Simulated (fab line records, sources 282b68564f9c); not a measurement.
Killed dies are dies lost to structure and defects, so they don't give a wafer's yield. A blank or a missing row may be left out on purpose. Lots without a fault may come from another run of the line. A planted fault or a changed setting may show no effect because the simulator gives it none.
One fault seen from 2 desks | flow rit_cmos | each desk has only its own numbers; what lay behind them comes last

THE TOOL OWNER'S DESK: plasma_asher-03
The tool's own readings at RIT_NLDD_STRIP_09 (strips in O2, time 180 s): means of the sampled wafers that have a number, for each lot that ran on this tool. A lot is out of limits, marked OUT, if its mean lies more than 4 standard deviations from the usual mean; the brackets give that distance.
Columns: A = drypump_motor_current_A at RIT_NLDD_STRIP_09, usual 5.6 A; B = o2_flow_sccm at RIT_NLDD_STRIP_09, usual 4000 sccm; C = run_length_s at RIT_NLDD_STRIP_09, usual 208.4 s
lot  | first seen here | A   | B    | C
L177 | day 2 23:57     | 5.7 | 3999 | 208.0
L180 | day 3 17:58     | 5.7 | 3994 | 207.9
L190 | day 5 15:57     | 5.4 | 4003 | 72.2 (-99 or more) OUT
This desk's finding: out of limits on L190; first on L190, day 5 15:57 (run_length_s at RIT_NLDD_STRIP_09). In limits: L177, L180.

THE METROLOGY DESK
What the gauges read, lot by lot, whatever tool the lot ran on: means of the sampled wafers that have a number. A lot is out of limits, marked OUT, if its mean lies more than 4 standard deviations from the usual mean; the brackets give that distance.
Columns: A = PLDD_TW at RIT_PLDD_TW_MEAS_10, usual 2345
lot  | first seen here | A
L177 | day 3 01:41     | 2387
L178 | day 3 10:29     | 2384
L179 | day 3 12:11     | 2379
L180 | day 3 19:34     | 2326
L181 | day 3 21:17     | 2325
L182 | day 4 02:07     | 2395
L183 | day 4 05:45     | 2393
L184 | day 4 12:18     | 2327
L185 | day 4 16:41     | 2407
L186 | day 4 21:53     | 2319
L190 | day 5 17:41     | 30 (-72) OUT
L198 | day 7 10:22     | 2324
L199 | day 7 13:37     | 2334
This desk's finding: out of limits on L190; first on L190, day 5 17:41 (PLDD_TW at RIT_PLDD_TW_MEAS_10). In limits: L177, L178, L179, L180, L181, L182, L183, L184, L185, L186, L198, L199.

PUT TOGETHER
The tool owner's desk could have raised an alarm at day 5 15:57, on L190.
The metrology desk could have raised an alarm at day 5 17:41, on L190.
Of the lots named, all ran RIT_NLDD_STRIP_09 on plasma_asher-03.

WHAT THE SIMULATOR HAD PUT IN
Strip aborted: plasma_asher-03, from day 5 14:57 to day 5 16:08, at RIT_NLDD_STRIP_09. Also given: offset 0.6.
Lots struck among those shown: L190.
Hours from the fault's start to each desk's first reading out of limits: the tool owner's desk, 1; the metrology desk, 3.
